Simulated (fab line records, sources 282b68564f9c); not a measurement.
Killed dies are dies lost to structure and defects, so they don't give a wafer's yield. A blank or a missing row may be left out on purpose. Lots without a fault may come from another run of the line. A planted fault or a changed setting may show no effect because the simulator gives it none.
Which tool did it? | flow rit_cmos | 7 lots, 21 wafers sampled, at 2 steps of a route of 202

WHAT THE GAUGES READ, wafer by wafer
RIT_M1_RS_MEAS_01: measures by four-point-probe.
lot  | measured    | on            | M1_AL_RS (ohm/sq)
L173 | day 3 12:53 | film_metro-03 | 0.0726 0.0729 0.0732
L175 | day 3 22:41 | film_metro-01 | 0.0741 0.0733 0.0732
L177 | day 4 10:14 | film_metro-03 | 0.0742 0.0741 0.0729
L179 | day 4 18:47 | film_metro-01 | 0.0731 0.0736 0.0733
L183 | day 5 22:53 | film_metro-01 | 0.0450 0.0452 0.0454
L191 | day 7 11:09 | film_metro-01 | 0.0718 0.0727 0.0718
L195 | day 8 08:37 | film_metro-01 | 0.0722 0.0722 0.0724

WHICH TOOL RAN EACH LOT (tool, then ch and the chambers of the sampled wafers, then the start)
lot  | RIT_M1_SPUTTER_00
L173 | pvd_sputter-04, day 3 12:34
L175 | pvd_sputter-04, day 3 22:23
L177 | pvd_sputter-01, day 4 09:55
L179 | pvd_sputter-04, day 4 18:30
L183 | pvd_sputter-04, day 5 22:35
L191 | pvd_sputter-01, day 7 10:49
L195 | pvd_sputter-01, day 8 08:17
- RIT_M1_SPUTTER_00: material Al, target thk 400 nm, time 500 s.

THE ANSWER, worked out from the rows above alone
Rule: what is usual is taken from the lots themselves. Put in order of their means at a reading, lots are off if they are a third of the lots or fewer, leave a main group of 4 or more, and stand apart from it by a gap of 3 or more times the standard deviation of the main group's means; of several such gaps the widest counts. A main group whose means are all the same, to the digits that the tables above print for the reading, isn't used. A lot without any number at a reading at which 4 lots or more have one is off too. The other lots that the step has rows for count as sound.
Off: L183, at RIT_M1_RS_MEAS_01 (M1_AL_RS). The main group: mean 0.0730 ohm/sq, standard deviation 0.00062.
A tool fits if, at a process step before that reading, it ran every lot that is off, and no sound lot after the first of them. The gauges at RIT_M1_RS_MEAS_01 are tried like those tools. One fits: pvd_sputter-04 at RIT_M1_SPUTTER_00. Its last sound lot is L179 (day 4 18:30), its first lot that is off L183 (day 5 22:35): a fault that began between those two fits.

WHAT THE SIMULATOR HAD PUT IN
Process parameter drift: pvd_sputter-04, from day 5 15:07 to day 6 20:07, at RIT_M1_SPUTTER_00. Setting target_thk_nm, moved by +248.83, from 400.
Lots struck among those shown: L183. The rule above found the same.
